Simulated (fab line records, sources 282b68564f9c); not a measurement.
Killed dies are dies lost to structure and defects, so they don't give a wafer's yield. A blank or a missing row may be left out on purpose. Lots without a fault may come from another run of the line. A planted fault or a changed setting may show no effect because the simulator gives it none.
A struck lot beside a sound one | flow rit_cmos | 18 steps out of a route of 202
Sound: wafers L882.1, L882.2, L882.3. Struck: wafers L875.3, L875.4, L875.6. The cause comes at the end.
At each step with rows: each side's tool, then ch and its chambers, then its first start. Under that, the readings that differ: sound wafers | struck wafers | difference of the means | sigmas: that difference in standard deviations of wafers without a fault.
alike: readings whose means differ by less than 2 such deviations, and words and numbers that are the same on both sides. not compared: withheld readings, readings that some wafer has no value for, bounds like >300 that may hide the same value, and numbers for which the record gives no deviation and whose values overlap.
The two part at a step that has a row with sigmas, a row that says differs or no value, or rows on one side only. Numbers that don't overlap but have no deviation are shown without sigmas and don't part them. A reading that every wafer of one side lacks parts them only if that side has two wafers or more.

first, 5 steps without rows for these wafers: RIT_NLDD_COAT_01 (resist thk 1000 nm); RIT_NLDD_SOFTBAKE_02 (time 60 s); RIT_NLDD_EXPOSE_03 (exposes mask M7, target cd 40700 nm); RIT_NLDD_PEB_04; RIT_NLDD_DEVELOP_05 (develop time 51.21 s).
RIT_NLDD_OVL_MEAS_06:
  sound on overlay-01, day 5 18:49; struck on overlay-02, day 4 09:44
  alike: NLDD_OVL
then, 2 steps without rows for these wafers: RIT_NLDD_HARDBAKE_07 (time 60 s); RIT_NLDD_IMPLANT_08.
RIT_NLDD_STRIP_09: strips in O2, time 180 s.
  sound on plasma_asher-01 ch 0,1, day 5 19:10; struck on plasma_asher-01 ch 0,1, day 4 10:07
  alike: drypump_motor_current_A
  not compared: rf_hours_counter_h
RIT_NLDD_TW_MEAS_10:
  sound on film_metro-03, day 5 19:20; struck on film_metro-04, day 4 10:14
  reading | sound          | struck         | difference | sigmas
  NLDD_TW | 2440 2453 2447 | 2487 2498 2493 | +46        | +2
then, 2 steps without rows for these wafers: RIT_PLDD_HMDS_00 (prime time 60 s); RIT_PLDD_COAT_01 (resist thk 1000 nm).
RIT_PLDD_SOFTBAKE_02: time 60 s.
  sound on litho_track-01 ch 0, day 5 19:50; struck on litho_track-02 ch 0, day 4 10:38
  reading                  | sound             | struck            | difference | sigmas
  heater_power_total_W (W) | 34.58 34.56 34.63 | 33.39 33.58 33.45 | -1.12      | -21
  plate_temp_C (C)         | 90.07 89.95 90.00 | 88.03 88.08 87.91 | -2.00      | -14
then, 2 steps without rows for these wafers: RIT_PLDD_EXPOSE_03 (exposes mask M8, target cd 40900 nm); RIT_PLDD_PEB_04.
RIT_PLDD_DEVELOP_05: develop time 50 s.
  sound on litho_track-02 ch 0; struck on litho_track-03 ch 0
  reading                                   | sound             | struck         | difference | sigmas
  model.NOVOLAK_of_PLDD_COAT_01.thk_nm (nm) | 993.4 996.7 994.3 | 1004 1008 1002 | +10        |
RIT_PLDD_OVL_MEAS_06:
  sound on overlay-02, day 5 20:35; struck on overlay-02, day 4 11:09
  alike: PLDD_OVL
RIT_M1_PROBE_99:
  sound on prober-02, day 6 10:34; struck on prober-01, day 5 02:37
  alike: killed_at_contacts, killed_at_front_end, killed_dies, killed_open, killed_short

WHERE THEY PART
First at RIT_NLDD_TW_MEAS_10; last, within this record, at RIT_PLDD_SOFTBAKE_02. Later steps at which nothing parts them and some readings are alike: RIT_PLDD_OVL_MEAS_06, RIT_M1_PROBE_99.

WHY: what the simulator had put in
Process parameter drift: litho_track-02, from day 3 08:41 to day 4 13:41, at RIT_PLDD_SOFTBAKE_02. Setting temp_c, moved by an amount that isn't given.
